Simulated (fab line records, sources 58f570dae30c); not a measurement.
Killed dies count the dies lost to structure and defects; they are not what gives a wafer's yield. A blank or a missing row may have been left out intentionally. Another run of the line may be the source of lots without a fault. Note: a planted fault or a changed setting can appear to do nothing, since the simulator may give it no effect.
Lot-split experiment + flow berkeley_cmos170 + route with 331 steps; 5 lots, 23 wafers read

THE SPLIT
At UCB170_CONTACT_ETCH_18 (etches PSG in CHF3/CF4/Ar, stops on TiSi2, target depth 840 nm, time 195 s), the setting rf_w was moved away from the recipe's 700 W on 5 of the 23 wafers read, by -8.0% to +9.1%. This setting was run at the recipe's value on the other wafers.

Reading taken at the split's own step.

THE READING
KrF_of_CONTACT_COAT_10.thk_nm (the simulator's own value, which no gauge read), in nm, at UCB170_CONTACT_ETCH_18 (etches PSG in CHF3/CF4/Ar, stops on TiSi2, target depth 840 nm, time 195 s). No usual value for it is given in the file. Average 690.4 nm, standard deviation 2.4 nm, over the 18 wafers here run with the recipe.

| wafer  | tool, chamber at the split | rf_w as run, W | against the recipe | KrF_of_CONTACT_COAT_10.thk_nm, nm | against lot-mates on the recipe |
|--------|----------------------------|----------------|--------------------|-----------------------------------|---------------------------------|
| L074.1 | rie_diel-03, 2             | 700            | recipe             | 690.3                             | -                               |
| L074.2 | rie_diel-03, 0             | 700            | recipe             | 694.4                             | -                               |
| L074.3 | rie_diel-03, 1             | 700            | recipe             | 694.1                             | -                               |
| L074.5 | rie_diel-03, 1             | 700            | recipe             | 694.9                             | -                               |
| L074.6 | rie_diel-03, 2             | 700            | recipe             | 688.8                             | -                               |
| L080.2 | rie_diel-03, 0             | 700            | recipe             | 689                               | -                               |
| L080.3 | rie_diel-03, 1             | 700            | recipe             | 688.7                             | -                               |
| L080.4 | rie_diel-03, 0             | 700            | recipe             | 686.6                             | -                               |
| L081.1 | rie_diel-02, 2             | 700            | recipe             | 691.3                             | -                               |
| L081.2 | rie_diel-02, 1             | 644.1          | -8.0%              | 699.5                             | +9.5                            |
| L081.4 | rie_diel-02, 0             | 700            | recipe             | 688.7                             | -                               |
| L081.5 | rie_diel-02, 1             | 644.1          | -8.0%              | 701.7                             | +11.7                           |
| L081.6 | rie_diel-02, 2             | 644.1          | -8.0%              | 699                               | +9.0                            |
| L083.2 | rie_diel-03, 3             | 700            | recipe             | 688.1                             | -                               |
| L083.3 | rie_diel-03, 0             | 700            | recipe             | 691.3                             | -                               |
| L083.4 | rie_diel-03, 2,3           | 700            | recipe             | 688.7                             | -                               |
| L083.6 | rie_diel-03, 2,3           | 700            | recipe             | 688.7                             | -                               |
| L083.5 | rie_diel-03, 0             | 700            | recipe             | 693.1                             | -                               |
| L085.2 | rie_diel-04, 1             | 763.6          | +9.1%              | 682.3                             | -8.1                            |
| L085.3 | rie_diel-04, 2             | 700            | recipe             | 688.6                             | -                               |
| L085.4 | rie_diel-04, 0             | 763.6          | +9.1%              | 682.9                             | -7.5                            |
| L085.5 | rie_diel-04, 2,1           | 700            | recipe             | 691.3                             | -                               |
| L085.6 | rie_diel-04, 2,1           | 700            | recipe             | 691.3                             | -                               |
Rows listing several chambers each stand for several wafers; the file does not say which wafer went through which chamber.

THE FIT
A straight line over all 23 wafers: KrF_of_CONTACT_COAT_10.thk_nm changes by -1.04 nm for each +1% of rf_w; r = -0.88; the points scatter about the line by 2.3 nm.
The same after taking each lot's own level away (the mean of its wafers on the recipe; 23 wafers): -1.07 nm for each +1%; r = -0.92; scatter 1.9 nm.
On that fit, the largest move of rf_w shifts the reading by 9.7 nm.
From 688.10 to 692.50 nm: that is the span of the lots' own levels, equal to 1.9 times the standard deviation above.
So the lot-to-lot level changes the slope little: the two slopes agree.
Check: with one of the wafers moved furthest among these (+9.1%) left out of the fit, the line predicts -9.85 nm for it against its lot-mates. Against them it came out at -8.1 nm.

THE OTHER SPLITS THESE WAFERS WENT THROUGH
Note: prior to the reading, these wafers also went through further splits. Each is held against what the fit with the lots' levels taken away leaves over:
| other split on the same wafers     | wafers away from the commonest value | r with KrF_of_CONTACT_COAT_10.thk_nm (lot level and that fit taken away) |
|------------------------------------|--------------------------------------|--------------------------------------------------------------------------|
| UCB170_SILICIDE_SPUTTER_01 power_w | 7                                    | -0.16                                                                    |
| UCB170_CONTACT_EXPOSE_12 dose_mj   | 9                                    | +0.17                                                                    |

THE FILE'S OWN FIT
KrF_of_CONTACT_COAT_10.thk_nm changes by -1.04 nm for each +1% of rf_w, r = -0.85.
